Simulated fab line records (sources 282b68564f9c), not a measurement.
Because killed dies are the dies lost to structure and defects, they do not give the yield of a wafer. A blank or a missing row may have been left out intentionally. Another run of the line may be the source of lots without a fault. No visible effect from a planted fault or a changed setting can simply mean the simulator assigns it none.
The tool behind it: which one? + flow rit-cmos + Sampling: 13 lots, 39 wafers, 2 of 202 route steps

== WHAT THE GAUGES SHOWED, per wafer ==
The record holds no reading of a measuring or inspecting step that can be judged against a usual standard deviation.

== EACH LOT AND THE TOOL THAT RAN IT (in order: tool; ch and the chambers of the sampled wafers; start) ==
| lot  | RIT_CONTACT_CVD_00             | RIT_M1_PROBE_99        |
|------|--------------------------------|------------------------|
| L515 | pecvd-04 ch 0,1,2, day 3 05:32 | prober-02, day 3 12:04 |
| L516 | pecvd-03 ch 1,2, day 3 07:34   | -                      |
| L517 | pecvd-01 ch 0,2, day 3 11:43   | -                      |
| L518 | pecvd-04 ch 1,2, day 3 17:14   | -                      |
| L519 | pecvd-03 ch 0,2, day 3 21:51   | -                      |
| L521 | pecvd-04 ch 1,2, day 4 08:43   | -                      |
| L526 | pecvd-01 ch 0,2, day 5 15:11   | -                      |
| L528 | pecvd-03 ch 0,1,2, day 5 23:53 | -                      |
| L530 | pecvd-04 ch 0,2, day 6 06:53   | prober-02, day 6 13:21 |
| L531 | pecvd-03 ch 1,2, day 6 11:41   | -                      |
| L533 | pecvd-04 ch 0,1, day 6 20:28   | -                      |
| L534 | pecvd-03 ch 1,2, day 7 02:27   | -                      |
| L537 | pecvd-03 ch 0,1,2, day 7 15:49 | -                      |
- RIT_CONTACT_CVD_00: deposits SiO2 from TEOS, target thk 400 nm, time 59.47 s.
- RIT_M1_PROBE_99

== WHAT THE TOOLS THEMSELVES READ (means of the sampled wafers that have a number; where no wafer has one, the mark that the record gives instead) ==
RIT_CONTACT_CVD_00. Usual: heater-power-w 310 W, standard deviation 51; rf-fwd-power-W 396.5 W, standard deviation 1.5.
| lot  | tool     | heater-power-w (W) | rf-fwd-power-W (W) | flag |
|------|----------|--------------------|--------------------|------|
| L515 | pecvd-04 | 290                | 396.0              |      |
| L516 | pecvd-03 | 370                | 395.4              |      |
| L517 | pecvd-01 | 269                | 396.9              |      |
| L518 | pecvd-04 | 318                | 393.5              |      |
| L519 | pecvd-03 | 365                | 396.0              |      |
| L521 | pecvd-04 | 304                | 397.1              |      |
| L526 | pecvd-01 | 253                | 430.3              | OFF  |
| L528 | pecvd-03 | 364                | 397.4              |      |
| L530 | pecvd-04 | 254                | 396.3              |      |
| L531 | pecvd-03 | 390                | 396.6              |      |
| L533 | pecvd-04 | 283                | 395.0              |      |
| L534 | pecvd-03 | 361                | 396.7              |      |
| L537 | pecvd-03 | 348                | 395.7              |      |

RIT_M1_PROBE_99. Usual: killed_at_M0_to_M3 0.0, standard deviation 0.083; killed-at-contacts 0.1, standard deviation 0.36; killed-at-front-end 7.2, standard deviation 2.9; killed-dies 7.4, standard deviation 2.9; killed-open 3.8, standard deviation 2; killed-short 3.5, standard deviation 2.
| lot  | tool      | killed_at_M0_to_M3 | killed-at-contacts | killed-at-front-end | killed-dies | killed-open | killed-short | flag |
|------|-----------|--------------------|--------------------|---------------------|-------------|-------------|--------------|------|
| L515 | prober-02 | 0.0                | 0.3                | 9.3                 | 9.7         | 4.0         | 5.7          |      |
| L530 | prober-02 | 0.0                | 0.0                | 6.3                 | 6.3         | 2.3         | 4.0          |      |

== THE ANSWER, worked out from the rows above alone ==
Rule: lot off if the mean of its wafers having a number is beyond 3 standard deviations from the usual mean. Also off: a lot with no number at a reading for which 4 or more lots have one. The other lots that the step has rows for count as sound. Order of review: gauges by route order, followed by the tools' own readings, for which a lot's mean as printed above is used. The first step at which some lot is off is used, and at that step the reading that is off furthest; a lot without a number counts as furthest.
Off: L526, at RIT_CONTACT_CVD_00 (rf-fwd-power-W).
A tool fits if, at that step or a process step before it, it ran every lot that is off, and no sound lot after the first of them. One fits: pecvd-01 at RIT_CONTACT_CVD_00. Its last sound lot is L517 (day 3 11:43), its first lot that is off L526 (day 5 15:11): a fault that began between those two fits.
The tool's own readings at RIT_CONTACT_CVD_00 bear it out: on the lots that are off they differ by more than 5 times the standard deviation of the sound lots' means. rf-fwd-power-W reads 430.3 W there against 396.1 W on the sound lots.

== WHAT THE SIMULATOR HAD PUT IN ==
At RIT_CONTACT_CVD_00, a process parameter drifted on pecvd-01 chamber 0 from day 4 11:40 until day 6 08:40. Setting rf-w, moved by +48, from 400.
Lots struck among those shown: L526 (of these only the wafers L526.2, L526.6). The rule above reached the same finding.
